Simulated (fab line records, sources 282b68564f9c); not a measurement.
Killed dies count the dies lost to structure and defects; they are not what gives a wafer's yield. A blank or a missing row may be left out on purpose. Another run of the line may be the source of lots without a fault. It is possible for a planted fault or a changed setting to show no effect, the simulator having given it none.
Problem report in the 8D (eight disciplines) form, filled by code ; flow rit_cmos ; the parts of the form that need people (team, actions taken, sign-off) are left out

1. WHAT IS WRONG
NSD_TW at RIT_NSD_TW_MEAS_10 reads a mean of 3437 on 6 wafers of 2 lots; wafers without a fault read 3120 with a standard deviation of 19. That puts it +17 standard deviations away from the usual mean.
First seen on wafer L350.2, day 5 07:02, on film_metro-03. The record has a number at this step for 42 wafers belonging to 14 lots. By rule, "out" or "out of limits" means more than 4 standard deviations away from the usual mean. Any other wafer with a number is counted as sound.

2. WHAT IT IS; WHAT IT IS NOT
question;is;is not
which readings at this step;NSD_TW;-
which lots;L350, L354;L339, L341, L343, L345, L346, L347, L349, L351, L352, L358, L360, L361
which wafers of those lots;all that have a number;-
read on which gauges;film_metro-01, film_metro-03;film_metro-02
when;from day 5 07:02;"up to then (21 sound wafers); but 15 sound wafers of L351, L352, L358, L360, L361 came after"

3. SUSPECTS, AND WHAT RULES EACH OUT
Counting: any tool at a process step up to the reading is kept as a suspect provided that every lot that is out went through it and no sound lot did after the first of them.
- the gauge at RIT_NSD_TW_MEAS_10: ruled out. The wafers that are out were read on 2 gauges (film_metro-01, film_metro-03).
- implanter-02 at RIT_NSD_IMPLANT_08: kept. It ran every lot that is out, first L350 (day 5 06:44), and no sound lot after that; its last sound lot up to then is L349 (day 5 01:14). Its own dose_ions_cm2, faraday_current_uA readings are out on those wafers.
Remaining after the count: implanter-02 at RIT_NSD_IMPLANT_08.

4. THE CAUSE (what the simulator had put in)
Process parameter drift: implanter-02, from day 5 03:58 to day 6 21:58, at RIT_NSD_IMPLANT_08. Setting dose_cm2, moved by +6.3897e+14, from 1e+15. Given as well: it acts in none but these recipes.
The count eliminated every tool but this one.

5. THE CHAIN OF EFFECTS, in route order
Each row: a reading where the mean over the struck wafers with a number is more than 3 standard deviations away from the usual. Readings are gone through only where the record gives a usual standard deviation; hours: the median, over the lots, of the time from a lot's start at the first step in this table giving one to that lot's start at this step; sigmas: the change measured in usual standard deviations.
hours;step;reading;usual;on struck wafers;change;sigmas
0;RIT_NSD_IMPLANT_08;dose_ions_cm2;9.999e+14;1.640e+15;+6.398e+14;+99 or more
0;RIT_NSD_IMPLANT_08;end_station_pressure_torr;7.5e-06 Torr;8.8e-06;+1.3e-06;+3.3
0;RIT_NSD_IMPLANT_08;faraday_current_uA;3130;5167;+2037;+33
0;RIT_NSD_TW_MEAS_10;NSD_TW;3120;3437;+317;+17
3;RIT_SDANNEAL_RS_MEAS_05;NSD_RS;84.54 ohm/sq;58.65;-25.89;-92
Its process steps:
- RIT_NSD_IMPLANT_08

6. WHAT WOULD HAVE CAUGHT IT SOONER
In this record the first reading out of limits at a measuring or inspecting step was taken at day 5 07:02, 3 hours after the fault began at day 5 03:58.
The tool's own readings at RIT_NSD_IMPLANT_08 were out on every struck wafer that the step has a row for (dose_ions_cm2, faraday_current_uA): an alarm limit on them would have fired on the first of those.
Of the lots that are out (2), L354 began RIT_NSD_IMPLANT_08 on implanter-02 after day 5 07:02. Holding the tool at that time would have saved it.
